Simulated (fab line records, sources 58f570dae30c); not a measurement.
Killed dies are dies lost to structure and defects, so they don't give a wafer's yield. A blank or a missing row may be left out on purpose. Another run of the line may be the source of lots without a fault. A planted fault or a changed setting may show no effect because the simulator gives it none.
A single fault, viewed from 2 desks ; flow berkeley cmos170 ; each desk holds nothing but its own numbers, with what lay behind them at the end

FOR THE TOOL OWNER'S DESK: cmp-02
The tool's own readings at UCB170_V2_CMP_02 (polishes SiO2): means of the sampled wafers that have a number, for each lot that ran on this tool. Marked OUT: a lot whose mean sits more than 4 standard deviations from the usual mean, which makes it out of limits; the brackets give that distance.
Columns: A = motor current A at UCB170_V2_CMP_02, usual 16.1 A
lot;first seen here;A
L114;day 9 00:03;16.5
L115;day 9 00:59;16.4
L116;day 9 02:13;16.1
L121;day 9 22:08;16.2
L124;day 10 21:57;16.4
L125;day 10 22:59;15.6
L128;day 11 03:56;16.7
L131;day 11 22:06;15.2
This desk's finding: nothing out of limits on any of the 8 lots.

METROLOGY DESK
Lot by lot, what the gauges showed, no matter which tool ran the lot: averages of those sampled wafers that carry a number. Marked OUT: a lot whose mean sits more than 4 standard deviations from the usual mean, which makes it out of limits; the brackets give that distance.
Columns: A = V1_BOW at UCB170_V1_BOW_MEAS_03, usual 17 um; B = V2_TEOS_THK at UCB170_V2_THK_MEAS_01, usual 1985 nm; C = V2_POLISHED_THK at UCB170_V2_THK_MEAS_04, usual 999.9 nm
lot;first seen here;A;B;C
L114;day 8 18:57;13;2014;1000.0
L115;day 8 20:19;17;1950;999.8
L116;day 8 20:19;22;2015;999.8
L117;day 9 00:44;21;1982;999.6
L121;day 9 15:39;16;1992;1000.1
L120;day 9 16:59;20;1946;997.2
L126;day 10 09:28;24;1989;1000.1
L124;day 10 16:49;8;1993;1001.3
L125;day 10 18:10;18;1995;1000.8
L127;day 10 20:59;23;1970;999.2
L128;day 10 22:32;18;1993;999.6
L130;day 11 15:41;20;2011;999.7
L131;day 11 15:42;20;1997;1173.5 (+99 or more) OUT
This desk finds L131 out of limits, with the earliest case on L131 at day 11 22:24 (V2_POLISHED_THK at UCB170_V2_THK_MEAS_04). L114, L115, L116, L117, L121, L120, L126, L124, L125, L127, L128, L130: within limits.

PUT TOGETHER
An alarm was possible from the metrology desk at day 11 22:24, on L131.
The desk of the tool owner found nothing out of limits.
The tool owner's desk has L131 on record, within its limits.
Every lot named ran UCB170_V2_CMP_02 on cmp-02.

WHAT THE SIMULATOR HAD PUT IN
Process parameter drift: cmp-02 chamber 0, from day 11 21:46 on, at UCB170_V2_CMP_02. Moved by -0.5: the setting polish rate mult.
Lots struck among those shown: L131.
Per desk, hours elapsed from the start of the fault to the first reading out of limits: for the metrology desk, 1.
